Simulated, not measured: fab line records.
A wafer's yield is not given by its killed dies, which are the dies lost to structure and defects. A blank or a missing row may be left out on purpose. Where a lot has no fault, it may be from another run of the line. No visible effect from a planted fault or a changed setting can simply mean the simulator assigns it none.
fab line records ; flow berkeley-cmos170
record lots=14; wafers=42; last-day=12
route steps=331 shown SDANNEAL@205 PSD@206 NSD@207 PLDD@208 NLDD@209
lots with no fault: from the same line, run without faults
start-h: hours from the record's first day to the start of the lot's first wafer shown ; wait-h: how many hours have passed since the lot's step before this one ; " same as the row above ; L1.1+2: several wafers, shown together as one row ; - no value present, or no start provided ; * or withheld: withheld ; < > ~ a bound
route shown NAME@n: a module of which the file shows steps, and the number in the route of the first ; usual: mean/standard deviation of fault-free wafers ; same: alike in all rows ; chamber/n: place in a boat ; sites: readings site by site ; _std_site: standard deviation of those values ; _edge_site: inner sites' mean taken away from outer sites' mean ; radius-mm: for every site, how far away it sits from the centre of the wafer ; mask NAME#n: copy n ; behind: the tool/chamber that last shaped the wafer ; hold: why the lot went on hold/how many hours it stayed there/how the hold came to an end ; device: whichever transistor did not switch (one of n, p or np) ; end of line: the tests these same wafers got at the end of their route ; a step without rows: its recipe alone ; killed: not the wafer's yield, but the dies lost to structure and defects at the first sort ; map: the dies of a wafer, with x for killed, . for not killed, _ for no die there
set.NAME: setting as actually run; set.NAME@STEP: the setting as run at that earlier step ; model.NAME: the simulator's own value behind a step, which no gauge read
the route's steps for a sample of lots (tables are steps, rows are wafers)
services: when a tool's chamber went out of use (start-h, in hours from the record's first day, below 0 if earlier), for how many hours, and the reason
## steps
# step UCB170_SDANNEAL_RTA_01
# recipe temp-c=1050; time-s=5; ambient=N2
# usual chamber-o2-ppm=2.004/0.025; lamp-power-pct=37/3.9; wafer_temp_C_max=1055.3/2
lot.wafer;tool;chamber;start-h;wait-h;chamber-o2-ppm;lamp-power-pct;wafer_temp_C_max
L137.2;rtp-anneal-01;0;160.54;0.1;1.984;40;1055.5
L137.5;rtp-anneal-01;0;160.54;0.1;1.999;40;1056.8
L137.6;rtp-anneal-01;0;160.54;0.1;2.006;41;1055.8
L140.2;rtp-anneal-02;0;160.67;0.1;1.997;33;1053.4
L140.3;rtp-anneal-02;0;160.67;0.1;2.004;33;1053.9
L140.5;rtp-anneal-02;0;160.67;0.1;2.023;33;1053.6
L139.3;rtp-anneal-01;0;160.68;0.1;2.042;41;1055.9
L139.4;rtp-anneal-01;0;160.68;0.1;2.031;40;1057.3
L139.6;rtp-anneal-01;0;160.68;0.1;2.041;40;1056.1
L138.1;rtp-anneal-01;0;161.00;0.1;1.976;40;1057.2
L138.2;rtp-anneal-01;0;161.00;0.1;1.949;41;1061.3
L138.3;rtp-anneal-01;0;161.00;0.1;1.978;40;1057.3
L141.1;rtp-anneal-02;0;168.75;0.1;2.002;33;1053.0
L141.2;rtp-anneal-02;0;168.75;0.1;1.993;33;1052.7
L141.4;rtp-anneal-02;0;168.75;0.1;2.007;33;1052.8
L143.2;rtp-anneal-02;0;173.73;0.1;2.002;33;1053.3
L143.3;rtp-anneal-02;0;173.73;0.1;1.987;33;1052.0
L143.5;rtp-anneal-02;0;173.73;0.1;2.008;33;1053.6
L144.1;rtp-anneal-01;0;187.50;0.1;2.022;40;1057.9
L144.5;rtp-anneal-01;0;187.50;0.1;2.038;41;1055.0
L144.6;rtp-anneal-01;0;187.50;0.1;1.967;40;1054.8
L148.1;rtp-anneal-01;0;204.02;0.1;2.018;40;1054.9
L148.3;rtp-anneal-01;0;204.02;0.1;2.001;41;1057.1
L148.5;rtp-anneal-01;0;204.02;0.1;2.039;40;1057.6
L153.2;rtp-anneal-02;0;217.62;0.1;1.980;33;1054.0
L153.5;rtp-anneal-02;0;217.62;0.1;1.976;33;1053.0
L153.6;rtp-anneal-02;0;217.62;0.1;1.964;33;1053.1
L150.1;rtp-anneal-02;0;218.05;0.1;1.963;33;1056.1
L150.3;rtp-anneal-02;0;218.05;0.1;2.022;33;1054.7
L150.6;rtp-anneal-02;0;218.05;0.1;2.004;33;1054.1
L152.1;rtp-anneal-01;0;218.05;0.1;1.981;40;1055.8
L152.4;rtp-anneal-01;0;218.05;0.1;2.002;41;1055.7
L152.5;rtp-anneal-01;0;218.05;0.1;1.992;40;1056.9
L149.2;rtp-anneal-02;0;223.43;0.1;2.005;33;1054.3
L149.4;rtp-anneal-02;0;223.43;0.1;2.034;33;1053.7
L149.5;rtp-anneal-02;0;223.43;0.1;2.022;33;1053.4
L159.2;rtp-anneal-01;0;249.59;0.1;2.053;40;1055.1
L159.4;rtp-anneal-01;0;249.59;0.1;2.023;40;1056.7
L159.5;rtp-anneal-01;0;249.59;0.1;2.032;40;1057.6
L160.1;rtp-anneal-01;0;259.01;0.1;2.054;40;1059.4
L160.3;rtp-anneal-01;0;259.01;0.1;2.008;40;1055.6
L160.5;rtp-anneal-01;0;259.01;0.1;1.972;40;1056.3
# step UCB170_SDANNEAL_RS_MEAS_02
# recipe thk-meas-gauge=four-point-probe
# usual PSD_RS=75.5/0.36
lot.wafer;tool;chamber;start-h;wait-h;PSD_RS[ohm/sq]
L137.2;film-metro-04;-;160.61;0.1;75.6
L137.5;film-metro-04;-;160.61;0.1;76.0
L137.6;film-metro-04;-;160.61;0.1;75.6
L140.2;film-metro-03;-;160.74;0.1;75.4
L140.3;film-metro-03;-;160.74;0.1;75.7
L140.5;film-metro-03;-;160.74;0.1;75.7
L139.3;film-metro-02;-;160.77;0.1;75.5
L139.4;film-metro-02;-;160.77;0.1;75.9
L139.6;film-metro-02;-;160.77;0.1;75.4
L138.1;film-metro-04;-;161.13;0.1;75.3
L138.2;film-metro-04;-;161.13;0.1;75.4
L138.3;film-metro-04;-;161.13;0.1;75.4
L141.1;film-metro-04;-;168.81;0.0;75.0
L141.2;film-metro-04;-;168.81;0.0;74.7
L141.4;film-metro-04;-;168.81;0.0;75.1
L143.2;film-metro-03;-;173.80;0.1;75.5
L143.3;film-metro-03;-;173.80;0.1;75.3
L143.5;film-metro-03;-;173.80;0.1;75.2
L144.1;film-metro-02;-;187.56;0.0;74.9
L144.5;film-metro-02;-;187.56;0.0;74.9
L144.6;film-metro-02;-;187.56;0.0;74.8
L148.1;film-metro-04;-;204.08;0.0;76.1
L148.3;film-metro-04;-;204.08;0.0;75.8
L148.5;film-metro-04;-;204.08;0.0;75.6
L153.2;film-metro-02;-;217.69;0.1;75.1
L153.5;film-metro-02;-;217.69;0.1;74.7
L153.6;film-metro-02;-;217.69;0.1;74.9
L150.1;film-metro-03;-;218.11;0.0;56.7
L150.3;film-metro-03;-;218.11;0.0;56.8
L150.6;film-metro-03;-;218.11;0.0;56.8
L152.1;film-metro-04;-;218.11;0.0;75.2
L152.4;film-metro-04;-;218.11;0.0;75.4
L152.5;film-metro-04;-;218.11;0.0;75.3
L149.2;film-metro-04;-;223.50;0.1;56.6
L149.4;film-metro-04;-;223.50;0.1;56.6
L149.5;film-metro-04;-;223.50;0.1;56.3
L159.2;film-metro-02;-;249.66;0.1;75.2
L159.4;film-metro-02;-;249.66;0.1;75.6
L159.5;film-metro-02;-;249.66;0.1;75.2
L160.1;film-metro-04;-;259.07;0.0;75.2
L160.3;film-metro-04;-;259.07;0.0;75.1
L160.5;film-metro-04;-;259.07;0.0;75.3
# step UCB170_SDANNEAL_RS_MEAS_03
# recipe thk-meas-gauge=four-point-probe
# usual NSD_RS=37.27/0.093
lot.wafer;tool;chamber;start-h;wait-h;NSD_RS[ohm/sq]
L137.2;film-metro-04;-;160.73;0.1;37.25
L137.5;film-metro-04;-;160.73;0.1;37.42
L137.6;film-metro-04;-;160.73;0.1;37.39
L140.2;film-metro-03;-;160.86;0.1;37.35
L140.3;film-metro-03;-;160.86;0.1;37.34
L140.5;film-metro-03;-;160.86;0.1;37.39
L139.3;film-metro-02;-;160.89;0.1;37.25
L139.4;film-metro-02;-;160.89;0.1;37.30
L139.6;film-metro-02;-;160.89;0.1;37.16
L138.1;film-metro-04;-;161.25;0.1;37.32
L138.2;film-metro-04;-;161.25;0.1;37.32
L138.3;film-metro-04;-;161.25;0.1;37.29
L141.1;film-metro-04;-;168.93;0.1;37.21
L141.2;film-metro-04;-;168.93;0.1;37.06
L141.4;film-metro-04;-;168.93;0.1;37.20
L143.2;film-metro-03;-;173.92;0.1;37.31
L143.3;film-metro-03;-;173.92;0.1;37.29
L143.5;film-metro-03;-;173.92;0.1;37.31
L144.1;film-metro-02;-;187.68;0.1;37.25
L144.5;film-metro-02;-;187.68;0.1;37.37
L144.6;film-metro-02;-;187.68;0.1;37.34
L148.1;film-metro-04;-;204.20;0.1;37.30
L148.3;film-metro-04;-;204.20;0.1;37.42
L148.5;film-metro-04;-;204.20;0.1;37.28
L153.2;film-metro-02;-;217.81;0.1;37.16
L153.5;film-metro-02;-;217.81;0.1;37.16
L153.6;film-metro-02;-;217.81;0.1;37.08
L150.1;film-metro-03;-;218.23;0.1;31.41
L150.3;film-metro-03;-;218.23;0.1;31.28
L150.6;film-metro-03;-;218.23;0.1;31.35
L152.1;film-metro-04;-;218.23;0.1;37.26
L152.4;film-metro-04;-;218.23;0.1;37.21
L152.5;film-metro-04;-;218.23;0.1;37.25
L149.2;film-metro-04;-;223.62;0.1;31.32
L149.4;film-metro-04;-;223.62;0.1;31.38
L149.5;film-metro-04;-;223.62;0.1;31.23
L159.2;film-metro-02;-;249.78;0.1;37.36
L159.4;film-metro-02;-;249.78;0.1;37.25
L159.5;film-metro-02;-;249.78;0.1;37.15
L160.1;film-metro-04;-;259.19;0.1;37.32
L160.3;film-metro-04;-;259.19;0.1;37.23
L160.5;film-metro-04;-;259.19;0.1;37.21
# step UCB170_SDANNEAL_RS_MEAS_04
# recipe thk-meas-gauge=four-point-probe
# usual PLDD_RS=1031.5/2.9
lot.wafer;tool;chamber;start-h;wait-h;PLDD_RS[ohm/sq]
L137.2;film-metro-04;-;160.85;0.1;1030.1
L137.5;film-metro-04;-;160.85;0.1;1031.3
L137.6;film-metro-04;-;160.85;0.1;1030.3
L140.2;film-metro-03;-;160.98;0.1;1031.8
L140.3;film-metro-03;-;160.98;0.1;1035.7
L140.5;film-metro-03;-;160.98;0.1;1033.0
L139.3;film-metro-02;-;161.01;0.1;1028.0
L139.4;film-metro-02;-;161.01;0.1;1028.6
L139.6;film-metro-02;-;161.01;0.1;1028.5
L138.1;film-metro-04;-;161.37;0.1;1034.7
L138.2;film-metro-04;-;161.37;0.1;1034.8
L138.3;film-metro-04;-;161.37;0.1;1035.2
L141.1;film-metro-04;-;169.05;0.1;1029.9
L141.2;film-metro-04;-;169.05;0.1;1027.1
L141.4;film-metro-04;-;169.05;0.1;1026.3
L143.2;film-metro-03;-;174.04;0.1;1030.3
L143.3;film-metro-03;-;174.04;0.1;1033.2
L143.5;film-metro-03;-;174.04;0.1;1032.5
L144.1;film-metro-02;-;187.80;0.1;1029.8
L144.5;film-metro-02;-;187.80;0.1;1029.5
L144.6;film-metro-02;-;187.80;0.1;1029.2
L148.1;film-metro-04;-;204.32;0.1;1031.3
L148.3;film-metro-04;-;204.32;0.1;1027.6
L148.5;film-metro-04;-;204.32;0.1;1031.9
L153.2;film-metro-02;-;217.93;0.1;1029.0
L153.5;film-metro-02;-;217.93;0.1;1029.9
L153.6;film-metro-02;-;217.93;0.1;1026.9
L150.1;film-metro-03;-;218.35;0.1;972.2
L150.3;film-metro-03;-;218.35;0.1;968.8
L150.6;film-metro-03;-;218.35;0.1;970.9
L152.1;film-metro-04;-;218.35;0.1;1025.5
L152.4;film-metro-04;-;218.35;0.1;1032.7
L152.5;film-metro-04;-;218.35;0.1;1031.4
L149.2;film-metro-04;-;223.74;0.1;969.0
L149.4;film-metro-04;-;223.74;0.1;971.2
L149.5;film-metro-04;-;223.74;0.1;971.1
L159.2;film-metro-02;-;249.90;0.1;1036.3
L159.4;film-metro-02;-;249.90;0.1;1031.4
L159.5;film-metro-02;-;249.90;0.1;1032.3
L160.1;film-metro-04;-;259.31;0.1;1028.8
L160.3;film-metro-04;-;259.31;0.1;1028.6
L160.5;film-metro-04;-;259.31;0.1;1030.7
# step UCB170_SDANNEAL_RS_MEAS_05
# recipe thk-meas-gauge=four-point-probe
# usual NLDD_RS=616.6/1.4
lot.wafer;tool;chamber;start-h;wait-h;NLDD_RS[ohm/sq]
L137.2;film-metro-04;-;160.97;0.1;614.7
L137.5;film-metro-04;-;160.97;0.1;615.6
L137.6;film-metro-04;-;160.97;0.1;615.1
L140.2;film-metro-03;-;161.10;0.1;616.1
L140.3;film-metro-03;-;161.10;0.1;617.8
L140.5;film-metro-03;-;161.10;0.1;617.6
L139.3;film-metro-02;-;161.13;0.1;618.8
L139.4;film-metro-02;-;161.13;0.1;619.0
L139.6;film-metro-02;-;161.13;0.1;619.0
L138.1;film-metro-04;-;161.49;0.1;617.9
L138.2;film-metro-04;-;161.49;0.1;617.0
L138.3;film-metro-04;-;161.49;0.1;617.2
L141.1;film-metro-04;-;169.17;0.1;615.4
L141.2;film-metro-04;-;169.17;0.1;616.5
L141.4;film-metro-04;-;169.17;0.1;617.4
L143.2;film-metro-03;-;174.16;0.1;616.9
L143.3;film-metro-03;-;174.16;0.1;619.3
L143.5;film-metro-03;-;174.16;0.1;618.5
L144.1;film-metro-02;-;187.92;0.1;615.5
L144.5;film-metro-02;-;187.92;0.1;616.3
L144.6;film-metro-02;-;187.92;0.1;616.5
L148.1;film-metro-04;-;204.44;0.1;615.9
L148.3;film-metro-04;-;204.44;0.1;615.7
L148.5;film-metro-04;-;204.44;0.1;616.9
L153.2;film-metro-02;-;218.05;0.1;618.5
L153.5;film-metro-02;-;218.05;0.1;617.6
L153.6;film-metro-02;-;218.05;0.1;616.7
L150.1;film-metro-03;-;218.47;0.1;614.0
L150.3;film-metro-03;-;218.47;0.1;611.2
L150.6;film-metro-03;-;218.47;0.1;612.0
L152.1;film-metro-04;-;218.47;0.1;613.9
L152.4;film-metro-04;-;218.47;0.1;618.6
L152.5;film-metro-04;-;218.47;0.1;616.8
L149.2;film-metro-04;-;223.86;0.1;610.8
L149.4;film-metro-04;-;223.86;0.1;612.6
L149.5;film-metro-04;-;223.86;0.1;609.1
L159.2;film-metro-02;-;250.02;0.1;616.3
L159.4;film-metro-02;-;250.02;0.1;616.7
L159.5;film-metro-02;-;250.02;0.1;615.9
L160.1;film-metro-04;-;259.43;0.1;618.3
L160.3;film-metro-04;-;259.43;0.1;617.4
L160.5;film-metro-04;-;259.43;0.1;618.5
## services
tool;chamber;start-h;hours;kind
rtp-anneal-01;-;247.28;1.5;pm
## key
first-sign step=UCB170_SDANNEAL_RS_MEAS_02; reading=PSD_RS; direction=down; sigmas=53; usual=75.5; struck=56.6
effect step=UCB170_SDANNEAL_RS_MEAS_03; reading=NSD_RS; direction=down; sigmas=64; usual=37.27; struck=31.33
effect step=UCB170_SDANNEAL_RS_MEAS_04; reading=PLDD_RS; direction=down; sigmas=21; usual=1031.5; struck=970.5
effect step=UCB170_SDANNEAL_RS_MEAS_05; reading=NLDD_RS; direction=down; sigmas=3.7; usual=616.6; struck=611.6
met-at UCB170_SDANNEAL_RTA_01
struck-lots L149,L150
tester-left-out L149,L150
onset-between 217.62 218.05
fault kind=process-parameter-drift; tool=rtp-anneal-02; chamber=-; onset-h=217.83; steps=UCB170_SDANNEAL_RTA_01; channel=time-s; offset=*; shape=step; end-h=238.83; acts-in=*; stated=*
# tester-left-out: of these lots the tester's yield and bins aren't shown, on N5 and GAA mostly nor the transistor test; their killed dies are dies lost to structure and defects alone, not to doping, threshold or leakage, so they don't give the yield
